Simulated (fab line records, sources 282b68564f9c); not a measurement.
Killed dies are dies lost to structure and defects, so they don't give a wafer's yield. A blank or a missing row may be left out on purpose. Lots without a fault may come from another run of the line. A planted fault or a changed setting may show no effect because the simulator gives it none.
fab line records | flow rit_cmos
record lots=6 wafers=18 last_day=7
route steps=202 shown SPACER@127 NSD@131 PSD@142 SDANNEAL@153 PLDD@159 M1@202
lots that met no fault: from a run of the same line without faults
start_h: hours from the record's first day to the start of the lot's first wafer shown | wait_h: hours since the lot's step before | " the same as in the row above | L1.1+2: a row that stands for several wafers | - no value, or no start given | * or withheld: withheld | < > ~ a bound
route shown NAME@n: a module of which the file shows steps, and the number in the route of the first | usual: mean/standard deviation of fault-free wafers | same: alike in all rows | chamber/n: place in a boat | sites: the reading at each site | _std_site: their standard deviation | _edge_site: outer sites' mean less inner sites' | radius_mm: how far each site lies from the wafer's centre | mask NAME#n: copy n | behind: the tool/chamber that last shaped the wafer | hold: why the lot was held/for how many hours/how that ended | device: the transistor (n, p or np) that didn't switch | end of line: the same wafers' tests at the end of the route | a step without rows: its recipe alone | killed: dies lost to structure and defects at the first sort, not the wafer's yield | map: a wafer's dies, x killed, . not, _ none there
set.NAME: the setting as run; set.NAME@STEP: as run at that earlier step | model.NAME: the simulator's own value behind a step, which no gauge read
lots at some steps of the route; a table a step, a row a wafer
services: from which hour (start_h, from the record's first day; less than 0 if before it) a tool's chamber was out of use, for how many hours, and why
## steps
# step RIT_SPACER_CLEAN_02
# recipe chemistry=SC2 mix=3:3:50 time_s=600 temp_c=75 dry=n2_spin
# step RIT_SPACER_CVD_03
# recipe material=Si3N4 target_thk_nm=250 temp_c=810 precursor=SiH2Cl2/NH3 time_s=3300 pressure_mtorr=308.2 sih2cl2_flow_sccm=60 nh3_flow_sccm=150
# step RIT_SPACER_THK_MEAS_04
# recipe reads=Si3N4_of_SPACER_CVD_03
# usual SPACER_NITRIDE_THK=251.2/2.7
# columns lot.wafer tool chamber start_h wait_h SPACER_NITRIDE_THK[nm]
L951.1 film_metro-03 - 61.47 0.0 252.6
L951.5 " - " " 252.9
L951.6 " - " " 252.5
L954.1 film_metro-04 - 75.41 0.0 252.4
L954.2 " - " " 250.4
L954.6 " - " " 251.4
L957.2 film_metro-04 - 95.81 0.0 249.9
L957.3 " - " " 250.3
L957.4 " - " " 249.7
L961.2 film_metro-04 - 126.59 0.0 250.0
L961.4 " - " " 255.3
L961.5 " - " " 253.1
L968.1 film_metro-03 - 160.16 0.0 246.5
L968.2 " - " " 248.6
L968.3 " - " " 246.2
L970.1 film_metro-04 - 162.07 0.0 246.7
L970.3 " - " " 246.2
L970.5 " - " " 248.7
# step RIT_SPACER_ETCHBACK_05
# recipe target_depth_a=2500 SF6_flow_sccm=30 CHF3_flow_sccm=30 target=Si3N4 chemistry=SF6/CHF3 pressure_mtorr=40 rf_w=250 time_s=240 stop_on=SiO2
# usual drypump_motor_current_A=5.8/0.4 oes_product_au=0.842/0.013 rf_fwd_power_W=249.4/0.75 throttle_valve_pct=10.26/0.11
# columns lot.wafer tool chamber start_h wait_h drypump_motor_current_A oes_product_au rf_fwd_power_W rf_hours_counter_h throttle_valve_pct
L951.1 rie_diel-03 1 61.53 0.1 5.7 0.838 251.2 124 10.21
L951.5 " 3 " " 5.9 0.845 249.4 - 10.16
L951.6 " 1 " " 5.7 0.838 250.0 - 10.21
L954.1 rie_diel-02 0 75.47 0.1 5.9 0.848 250.2 7 10.42
L954.2 " 3 " " 5.3 0.828 248.9 14 10.11
L954.6 " 0 " " 5.9 0.849 248.6 - 10.40
L957.2 rie_diel-03 2 95.86 0.0 6.3 0.824 248.8 0 10.30
L957.3 " 3 " " 5.9 0.848 250.3 109 10.17
L957.4 " 1 " " 5.7 0.832 248.8 125 10.22
L961.2 rie_diel-03 0 126.64 0.0 6.2 0.852 249.8 111 10.26
L961.4 " 3 " " 6.0 0.854 249.5 110 10.21
L961.5 " 3 " " 6.0 0.842 249.9 - 10.17
L968.1 rie_diel-02 0 160.22 0.1 5.9 0.837 250.0 9 10.40
L968.2 " 1 " " 6.5 0.831 249.7 3 10.08
L968.3 " 3 " " 5.3 0.820 249.9 15 10.10
L970.1 rie_diel-02 3 162.13 0.1 5.3 0.830 249.5 15 10.11
L970.3 " 2 " " 5.8 0.843 249.3 136 10.25
L970.5 " 0 " " 5.9 0.836 248.8 - 10.40
# step RIT_NSD_HMDS_00
# recipe prime_time_s=60 prime_temp_c=140
# step RIT_NSD_COAT_01
# recipe resist=NOVOLAK spin_rpm=3250 resist_thk_nm=1000
# step RIT_NSD_SOFTBAKE_02
# recipe resist=NOVOLAK temp_c=90 time_s=60
# step RIT_NSD_EXPOSE_03
# recipe mask_id=M9 na=0.57 target_cd_nm=40700 dose_mj=250
# step RIT_NSD_PEB_04
# recipe resist=NOVOLAK temp_c=withheld time_s=withheld
# step RIT_NSD_DEVELOP_05
# recipe resist=NOVOLAK develop_time_s=50 dev_temp_c=23
# step RIT_NSD_OVL_MEAS_06
# usual NSD_OVL=-1.0/1.3
# columns lot.wafer tool chamber start_h wait_h NSD_OVL[nm]
L951.1 overlay-01 - 62.53 - -2.2
L951.5 " - " " -1.2
L951.6 " - " " -1.6
L954.1 overlay-01 - 76.47 - 1.2
L954.2 " - " " 1.2
L954.6 " - " " 1.5
L957.2 overlay-02 - 96.86 - -1.3
L957.3 " - " " -1.4
L957.4 " - " " -1.9
L961.2 overlay-01 - 127.77 - -0.4
L961.4 " - " " 0.6
L961.5 " - " " -0.9
L968.1 overlay-02 - 161.39 - -1.1
L968.2 " - " " -2.9
L968.3 " - " " -1.5
L970.1 overlay-02 - 163.65 - -0.2
L970.3 " - " " -1.5
L970.5 " - " " -0.8
# step RIT_NSD_HARDBAKE_07
# recipe resist=NOVOLAK temp_c=140 time_s=60
# step RIT_NSD_IMPLANT_08
# recipe species=P energy_kev=25 dose_cm2=1e+15 tilt_deg=7
# usual beam_on_s=9.98/0.2 dose_ions_cm2=1e+15/1e+12 end_station_pressure_torr=7.5e-06/4e-07 faraday_current_uA=3139/63
# columns lot.wafer tool chamber start_h wait_h beam_on_s dose_ions_cm2 end_station_pressure_torr faraday_current_uA
L951.1 implanter-01 0 62.72 0.1 10.11 9.994e+14 8.1e-06 3096
L951.5 " 0 " " 9.94 1.0012e+15 7.7e-06 3148
L951.6 " 0 " " 10.01 1.0005e+15 8.1e-06 3145
L954.1 implanter-04 0 76.66 0.1 9.93 9.984e+14 7.5e-06 3163
L954.2 " 0 " " 9.80 9.998e+14 7.1e-06 3192
L954.6 " 0 " " 9.94 9.989e+14 7.9e-06 3169
L957.2 implanter-03 0 97.07 0.1 9.72 1e+15 8.1e-06 3220
L957.3 " 0 " " 9.94 1.0005e+15 7e-06 3142
L957.4 " 0 " " 9.53 9.992e+14 7.5e-06 3272
L961.2 implanter-03 0 127.98 0.1 9.84 1e+15 7.3e-06 3184
L961.4 " 0 " " 9.92 1.0009e+15 7.5e-06 3143
L961.5 " 0 " " 10.27 1.0001e+15 7.7e-06 3035
L968.1 implanter-01 0 161.70 0.1 10.05 6.995e+14 6.5e-06 2187
L968.2 " 0 " " 9.89 7.001e+14 6.7e-06 2212
L968.3 " 0 " " 9.86 7.007e+14 6.7e-06 2227
L970.1 implanter-01 0 164.05 0.1 9.74 6.996e+14 6.6e-06 2259
L970.3 " 0 " " 9.61 7.001e+14 7e-06 2279
L970.5 " 0 " " 9.98 6.992e+14 6.8e-06 2200
# step RIT_NSD_STRIP_09
# recipe chemistry=O2 time_s=180 resist=NOVOLAK platen_temp_c=withheld power_w=500 pressure_mtorr=4000 o2_flow_sccm=4000
# usual drypump_motor_current_A=5.7/0.43
# columns lot.wafer tool chamber start_h wait_h drypump_motor_current_A rf_hours_counter_h
L951.1 plasma_asher-01 0 62.87 0.1 5.8 44
L951.5 " 1 " " 5.5 -
L951.6 " 0 " " 5.8 -
L954.1 plasma_asher-01 1 76.81 0.1 5.5 46
L954.2 " 0 " " 5.8 46
L954.6 " 1 " " 5.5 -
L957.2 plasma_asher-03 1 97.19 0.1 6.4 27
L957.3 " 0 " " 6.0 -
L957.4 " 1 " " 6.4 -
L961.2 plasma_asher-04 0 128.10 0.1 5.3 44
L961.4 " 1 " " 5.1 -
L961.5 " 1 " " 5.2 -
L968.1 plasma_asher-03 1 161.85 0.1 6.4 34
L968.2 " 0 " " 6.0 34
L968.3 " 1 " " 6.4 -
L970.1 plasma_asher-01 0 164.20 0.1 5.8 5
L970.3 " 0 " " 5.8 -
L970.5 " 0 " " 5.8 -
# step RIT_NSD_TW_MEAS_10
# usual NSD_TW=3105/18
# columns lot.wafer tool chamber start_h wait_h NSD_TW
L951.1 film_metro-04 - 63.04 0.1 3077
L951.5 " - " " 3096
L951.6 " - " " 3088
L954.1 film_metro-04 - 76.98 0.1 3079
L954.2 " - " " 3090
L954.6 " - " " 3088
L957.2 film_metro-02 - 97.38 0.1 3115
L957.3 " - " " 3128
L957.4 " - " " 3116
L961.2 film_metro-02 - 128.29 0.1 3139
L961.4 " - " " 3138
L961.5 " - " " 3148
L968.1 film_metro-01 - 162.03 0.1 2849
L968.2 " - " " 2862
L968.3 " - " " 2857
L970.1 film_metro-04 - 164.37 0.1 2829
L970.3 " - " " 2836
L970.5 " - " " 2848
# step RIT_PSD_HMDS_00
# recipe prime_time_s=60 prime_temp_c=140
# step RIT_PSD_COAT_01
# recipe resist=NOVOLAK spin_rpm=3250 resist_thk_nm=1000
# step RIT_PSD_SOFTBAKE_02
# recipe resist=NOVOLAK temp_c=90 time_s=60
# step RIT_PSD_EXPOSE_03
# recipe mask_id=M10 na=0.57 target_cd_nm=40900 dose_mj=250
# step RIT_PSD_PEB_04
# recipe resist=NOVOLAK temp_c=withheld time_s=withheld
# step RIT_PSD_DEVELOP_05
# recipe resist=NOVOLAK develop_time_s=50 dev_temp_c=23
# step RIT_PSD_OVL_MEAS_06
# usual PSD_OVL=-0.7/1.4
# columns lot.wafer tool chamber start_h wait_h PSD_OVL[nm]
L951.1 overlay-02 - 63.95 - -1.6
L951.5 " - " " -1.1
L951.6 " - " " -2.2
L954.1 overlay-02 - 77.89 - -1.2
L954.2 " - " " -1.0
L954.6 " - " " -1.0
L957.2 overlay-01 - 98.29 - 1.1
L957.3 " - " " 2.7
L957.4 " - " " 1.8
L961.2 overlay-01 - 129.34 - 0.9
L961.4 " - " " 0.8
L961.5 " - " " 0.7
L968.1 overlay-02 - 163.27 - -1.7
L968.2 " - " " -1.9
L968.3 " - " " -1.4
L970.1 overlay-02 - 165.28 - -0.2
L970.3 " - " " -0.3
L970.5 " - " " -2.7
# step RIT_PSD_HARDBAKE_07
# recipe resist=NOVOLAK temp_c=140 time_s=60
# step RIT_PSD_IMPLANT_08
# recipe species=BF2 energy_kev=26.73 dose_cm2=5e+15 tilt_deg=7
# step RIT_PSD_STRIP_09
# recipe chemistry=O2 time_s=180 resist=NOVOLAK platen_temp_c=withheld power_w=500 pressure_mtorr=4000 o2_flow_sccm=4000
# usual drypump_motor_current_A=6.1/0.36
# columns lot.wafer tool chamber start_h wait_h drypump_motor_current_A rf_hours_counter_h
L951.1 plasma_asher-01 0 64.29 0.1 5.9 44
L951.5 " 0 " " 5.8 -
L951.6 " 1 " " 5.5 -
L954.1 plasma_asher-01 1 78.23 0.1 5.5 46
L954.2 " 0 " " 5.8 46
L954.6 " 1 " " 5.5 -
L957.2 plasma_asher-01 0 98.62 0.1 5.8 48
L957.3 " 1 " " 5.5 -
L957.4 " 0 " " 5.8 -
L961.2 plasma_asher-03 0 129.88 0.1 6.0 30
L961.4 " 1 " " 6.4 -
L961.5 " 1 " " 6.4 -
L968.1 plasma_asher-01 0 163.74 0.1 5.8 5
L968.2 " 1 " " 5.5 5
L968.3 " 0 " " 5.8 -
L970.1 plasma_asher-03 0 165.62 0.1 6.0 34
L970.3 " 0 " " 6.0 -
L970.5 " 1 " " 6.4 -
# step RIT_PSD_TW_MEAS_10
# usual PSD_TW=3406/18
# columns lot.wafer tool chamber start_h wait_h PSD_TW
L951.1 film_metro-04 - 64.46 0.1 3393
L951.5 " - " " 3405
L951.6 " - " " 3402
L954.1 film_metro-02 - 78.40 0.1 3422
L954.2 " - " " 3400
L954.6 " - " " 3395
L957.2 film_metro-04 - 98.80 0.1 3403
L957.3 " - " " 3404
L957.4 " - " " 3396
L961.2 film_metro-01 - 130.07 0.1 3398
L961.4 " - " " 3409
L961.5 " - " " 3381
L968.1 film_metro-04 - 163.91 0.1 3375
L968.2 " - " " 3382
L968.3 " - " " 3389
L970.1 film_metro-02 - 165.79 0.1 3440
L970.3 " - " " 3430
L970.5 " - " " 3426
# step RIT_SDANNEAL_CLEAN_00
# recipe chemistry=SC1 mix=3:3:50 time_s=600 temp_c=75
# step RIT_SDANNEAL_CLEAN_01
# recipe chemistry=dHF dilution=50:1 time_s=30
# step RIT_SDANNEAL_CLEAN_02
# recipe chemistry=SC2 mix=3:3:50 time_s=600 temp_c=75 dry=n2_spin
# step RIT_SDANNEAL_RTA_03
# recipe temp_c=1050 time_s=5 idle_temp_c=600 ramp_up_c_per_s=342 ramp_down_c_per_s=171 cool_to_c=600 ambient=N2
# usual wafer_temp_C_max=1053.4/1.1
# columns lot.wafer tool chamber start_h wait_h wafer_temp_C_max
L951.1 rtp_anneal-01 0 64.96 0.0 1054.3
L951.5 " 0 " " 1051.7
L951.6 " 0 " " 1054.3
L954.1 rtp_anneal-02 0 78.83 0.0 1052.2
L954.2 " 0 " " 1054.3
L954.6 " 0 " " 1052.8
L957.2 rtp_anneal-02 0 99.23 0.0 1054.2
L957.3 " 0 " " 1053.9
L957.4 " 0 " " 1053.7
L961.2 rtp_anneal-02 0 130.49 0.0 1052.7
L961.4 " 0 " " 1052.6
L961.5 " 0 " " 1055.1
L968.1 rtp_anneal-01 0 164.34 0.0 1052.2
L968.2 " 0 " " 1055.7
L968.3 " 0 " " 1054.4
L970.1 rtp_anneal-01 0 166.24 0.0 1053.7
L970.3 " 0 " " 1052.4
L970.5 " 0 " " 1053.4
# step RIT_SDANNEAL_RS_MEAS_04
# recipe thk_meas_gauge=four-point-probe
# usual PSD_RS=116.5/0.31
# columns lot.wafer tool chamber start_h wait_h PSD_RS[ohm/sq]
L951.1 film_metro-01 - 65.01 0.0 116.7
L951.5 " - " " 116.9
L951.6 " - " " 116.6
L954.1 film_metro-04 - 78.89 0.0 116.7
L954.2 " - " " 116.8
L954.6 " - " " 117.1
L957.2 film_metro-01 - 99.30 0.1 117.0
L957.3 " - " " 117.1
L957.4 " - " " 116.9
L961.2 film_metro-01 - 130.56 0.1 116.7
L961.4 " - " " 116.4
L961.5 " - " " 116.4
L968.1 film_metro-02 - 164.39 0.0 116.3
L968.2 " - " " 116.4
L968.3 " - " " 116.5
L970.1 film_metro-04 - 166.30 0.0 116.0
L970.3 " - " " 116.0
L970.5 " - " " 116.4
# step RIT_SDANNEAL_RS_MEAS_05
# recipe thk_meas_gauge=four-point-probe
# usual NSD_RS=84.58/0.3
# columns lot.wafer tool chamber start_h wait_h NSD_RS[ohm/sq]
L951.1 film_metro-01 - 65.13 0.1 85.00
L951.5 " - " " 84.47
L951.6 " - " " 84.72
L954.1 film_metro-04 - 79.01 0.1 84.69
L954.2 " - " " 84.41
L954.6 " - " " 84.66
L957.2 film_metro-01 - 99.42 0.1 84.26
L957.3 " - " " 84.46
L957.4 " - " " 84.28
L961.2 film_metro-01 - 130.68 0.1 84.60
L961.4 " - " " 84.76
L961.5 " - " " 84.59
L968.1 film_metro-02 - 164.51 0.1 113.04
L968.2 " - " " 112.91
L968.3 " - " " 113.10
L970.1 film_metro-04 - 166.42 0.1 112.51
L970.3 " - " " 113.22
L970.5 " - " " 112.32
# step RIT_SDANNEAL_RS_MEAS_06
# recipe thk_meas_gauge=four-point-probe
# usual PLDD_RS=178.8/0.52
# columns lot.wafer tool chamber start_h wait_h PLDD_RS[ohm/sq]
L951.1 film_metro-01 - 65.25 0.1 178.6
L951.5 " - " " 178.6
L951.6 " - " " 177.7
L954.1 film_metro-04 - 79.13 0.1 179.8
L954.2 " - " " 179.3
L954.6 " - " " 179.1
L957.2 film_metro-01 - 99.54 0.1 179.3
L957.3 " - " " 179.9
L957.4 " - " " 179.7
L961.2 film_metro-01 - 130.80 0.1 179.4
L961.4 " - " " 179.1
L961.5 " - " " 179.0
L968.1 film_metro-02 - 164.63 0.1 179.4
L968.2 " - " " 178.8
L968.3 " - " " 179.0
L970.1 film_metro-04 - 166.54 0.1 178.1
L970.3 " - " " 177.8
L970.5 " - " " 178.6
# step RIT_M1_PROBE_99
# usual killed_at_contacts=0.1/0.23 killed_at_front_end=6.6/2.9 killed_dies=6.7/3 killed_open=3.5/2.1 killed_short=3.2/1.8
# same gross_dies=264 killed_at_M0_to_M3=0 killed_at_M4_up=0 killed_at_back_side=0 killed_at_other=0
# columns lot.wafer tool chamber start_h wait_h killed_at_contacts killed_at_front_end killed_dies killed_open killed_short model.etest.nmos_0p3.r_on_ohm_um model.etest.nmos_0p15.r_on_ohm_um model.etest.nmos_0p15.drive_ua_um model.etest.contact_nplus.end_ohm_um model.etest.nmos_narrow.drive_ua_um model.etest.nmos_0p3.drive_ua_um model.etest.nmos_0p15.tox_inv_nm model.etest.nmos_0p15.junction_log10_a_um
L951.1 prober-02 - 72.56 0.1 0 4 4 4 0 2144 1149 462.5 42.25 229.1 228.5 4.421 -13.7
L951.5 prober-02 - 72.76 0.2 1 4 5 2 3 2118 1137 484.2 40.38 237.6 238.2 4.331 -13.6
L951.6 prober-02 - 72.81 0.2 0 4 4 3 1 2149 1160 468.9 40.05 231.3 232.9 4.39 -13.67
L954.1 prober-02 - 86.26 0.1 0 8 8 2 6 2116 1063 488.1 40.76 225 229.1 4.487 -13.63
L954.2 prober-02 - 86.31 0.1 0 3 3 2 1 2144 1125 479.7 39.77 226.2 228.8 4.424 -13.51
L954.6 prober-02 - 86.51 0.2 0 3 3 1 2 2096 1059 496.5 39.41 229.8 232.4 4.478 -13.69
L957.2 prober-02 - 106.69 0.1 0 6 6 4 2 2088 1106 483.8 39.04 240.2 237.9 4.354 -13.79
L957.3 prober-02 - 106.74 0.2 0 10 10 8 2 2135 1152 460.1 39.06 229.7 230.5 4.385 -13.59
L957.4 prober-02 - 106.79 0.2 0 13 13 9 4 2126 1123 472.2 39.72 233.7 232 4.409 -13.6
L961.2 prober-02 - 138.10 0.1 0 5 5 3 2 2100 1099 481.5 39.3 241 234.3 4.434 -13.48
L961.4 prober-02 - 138.20 0.2 0 2 2 0 2 2137 1129 457.7 39 223.6 223.9 4.555 -13.56
L961.5 prober-02 - 138.25 0.2 0 6 6 4 2 2115 1088 475.6 38.65 232.3 229.8 4.514 -13.7
L968.1 prober-02 - 172.96 0.4 0 7 7 1 6 2304 1205 438.8 68.23 209.3 209.5 4.765 -13.38
L968.2 prober-02 - 173.01 0.4 0 7 7 3 4 2345 1263 431 70.91 206 206.6 4.704 -13.39
L968.3 prober-02 - 173.06 0.5 0 6 6 3 3 2279 1227 449 67.59 214.5 214 4.678 -13.28
L970.1 prober-01 - 174.16 0.1 0 7 7 4 3 2372 1266 424.2 67.99 202 204.2 4.819 -13.04
L970.3 prober-01 - 174.26 0.2 0 5 5 1 4 2417 1305 420.4 72.1 200.2 201.2 4.808 -13.31
L970.5 prober-01 - 174.36 0.2 0 4 4 4 0 2330 1210 430.1 67.94 205.2 205.2 4.863 -13.33
# killed by level:class
L951.1 FOX1:geometric_particle:open=2 FOX2:geometric_particle:open=1 SPACER:geometric_particle:open=1
L951.5 GATE:geometric_particle:open=2 FOX1:geometric_particle:short=1 GATE:geometric_particle:short=1 CONTACT:geometric_particle:short=1
L951.6 FOX2:geometric_particle:open=1 GATE:geometric_particle:short=1 REOX:geometric_particle:open=1 SPACER:geometric_particle:open=1
L954.1 FOX2:geometric_particle:short=5 FOX2:geometric_particle:open=1 GATE:geometric_particle:short=1 GATE:geometric_particle:open=1
L954.2 GATE:geometric_particle:short=1 GATE:geometric_particle:open=1 SPACER:geometric_particle:open=1
L954.6 FOX1:geometric_particle:short=1 GATE:geometric_particle:short=1 GATE:geometric_particle:open=1
L957.2 GATE:geometric_particle:open=2 FOX2:geometric_particle:short=1 GATE:geometric_particle:short=1 REOX:geometric_particle:open=1 SPACER:geometric_particle:open=1
L957.3 GATE:geometric_particle:open=4 GATE:geometric_particle:short=2 FOX1:geometric_particle:open=1 REOX:geometric_particle:open=1 SPACER:geometric_particle:open=1 SILICIDE:geometric_particle:open=1
L957.4 REOX:geometric_particle:open=4 FOX1:geometric_particle:open=2 FOX1:geometric_particle:short=1 GATE:geometric_particle:open=1 GATE:geometric_particle:short=1 REOX:geometric_particle:short=1 SPACER:geometric_particle:short=1 SPACER:geometric_particle:open=1
L961.2 GATE:geometric_particle:open=1 GATE:geometric_particle:short=1 REOX:geometric_particle:open=1 SPACER:geometric_particle:short=1 SILICIDE:geometric_particle:open=1
L961.4 GATE:geometric_particle:short=1 SPACER:geometric_particle:short=1
L961.5 FOX1:geometric_particle:open=2 SPACER:geometric_particle:short=2 ACTIVE:geometric_particle:open=1 SPACER:geometric_particle:open=1
L968.1 GATE:geometric_particle:short=3 FOX1:geometric_particle:short=1 FOX2:geometric_particle:short=1 GATE:geometric_particle:open=1 REOX:geometric_particle:short=1
L968.2 GATE:geometric_particle:open=3 REOX:geometric_particle:short=2 FOX1:geometric_particle:short=1 GATE:geometric_particle:short=1
L968.3 GATE:geometric_particle:open=2 REOX:geometric_particle:short=2 REOX:geometric_particle:open=1 SPACER:geometric_particle:short=1
L970.1 GATE:geometric_particle:open=4 GATE:geometric_particle:short=3
L970.3 FOX2:geometric_particle:short=1 GATE:geometric_particle:short=1 SPACER:geometric_particle:short=1 SPACER:geometric_particle:open=1 SILICIDE:geometric_particle:short=1
L970.5 FOX2:geometric_particle:open=1 GATE:geometric_particle:open=1 SPACER:geometric_particle:open=1 SILICIDE:geometric_particle:open=1
## services
# columns tool chamber start_h hours kind
plasma_asher-03 - 42.53 45.4 repair
implanter-03 - 45.38 2.2 pm
rie_diel-03 2 51.93 - clean
rie_diel-03 2 51.93 17.4 scheduled_down
rie_diel-03 2 51.93 17.4 vent_cycle
rie_diel-02 - 53.37 0.7 repair
rie_diel-02 - 60.12 2.8 pm
implanter-04 - 64.56 4.2 pm
rie_diel-02 2 66.32 9.4 repair
rie_diel-03 2 81.55 8.1 repair
rtp_anneal-01 - 96.00 3.4 pm
rie_diel-03 1 104.77 2.6 repair
plasma_asher-01 - 108.75 9.0 pm
plasma_asher-01 0 108.75 9.0 vent_cycle
plasma_asher-01 1 108.75 9.0 vent_cycle
implanter-01 - 114.23 5.9 pm
plasma_asher-01 0 117.75 - clean
plasma_asher-01 1 117.75 - clean
rie_diel-02 - 124.78 0.1 repair
implanter-04 - 126.57 2.0 repair
rie_diel-03 1 134.34 5.9 repair
implanter-03 - 147.97 4.3 pm
rie_diel-02 2 159.42 1.4 repair
rie_diel-03 2 161.99 16.0 repair
## key
first_sign step=RIT_NSD_IMPLANT_08 reading=dose_ions_cm2 direction=down sigmas=99+ usual=1e+15 struck=6.999e+14
effect step=RIT_NSD_IMPLANT_08 reading=faraday_current_uA direction=down sigmas=14 usual=3139 struck=2227
effect step=RIT_NSD_TW_MEAS_10 reading=NSD_TW direction=down sigmas=15 usual=3105 struck=2847
effect step=RIT_SDANNEAL_RS_MEAS_05 reading=NSD_RS direction=up sigmas=95 usual=84.58 struck=112.85
model_effect step=RIT_M1_PROBE_99 value=etest.nmos_0p3.r_on_ohm_um without=2169 struck=2341
met_at RIT_NSD_IMPLANT_08
struck_wafers L968.1,L968.2,L968.3,L970.1,L970.3,L970.5
tester_left_out L968,L970
onset_between 62.72 161.70
fault kind=process_parameter_drift tool=implanter-01 chamber=- onset_h=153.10 steps=RIT_NSD_IMPLANT_08 channel=dose_cm2 offset=-3e+14 shape=step end_h=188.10 acts_in=these_recipes_only stated=1e+15
# tester_left_out: of these lots the tester's yield and bins aren't shown, on N5 and GAA mostly nor the transistor test; their killed dies are dies lost to structure and defects alone, not to doping, threshold or leakage, so they don't give the yield
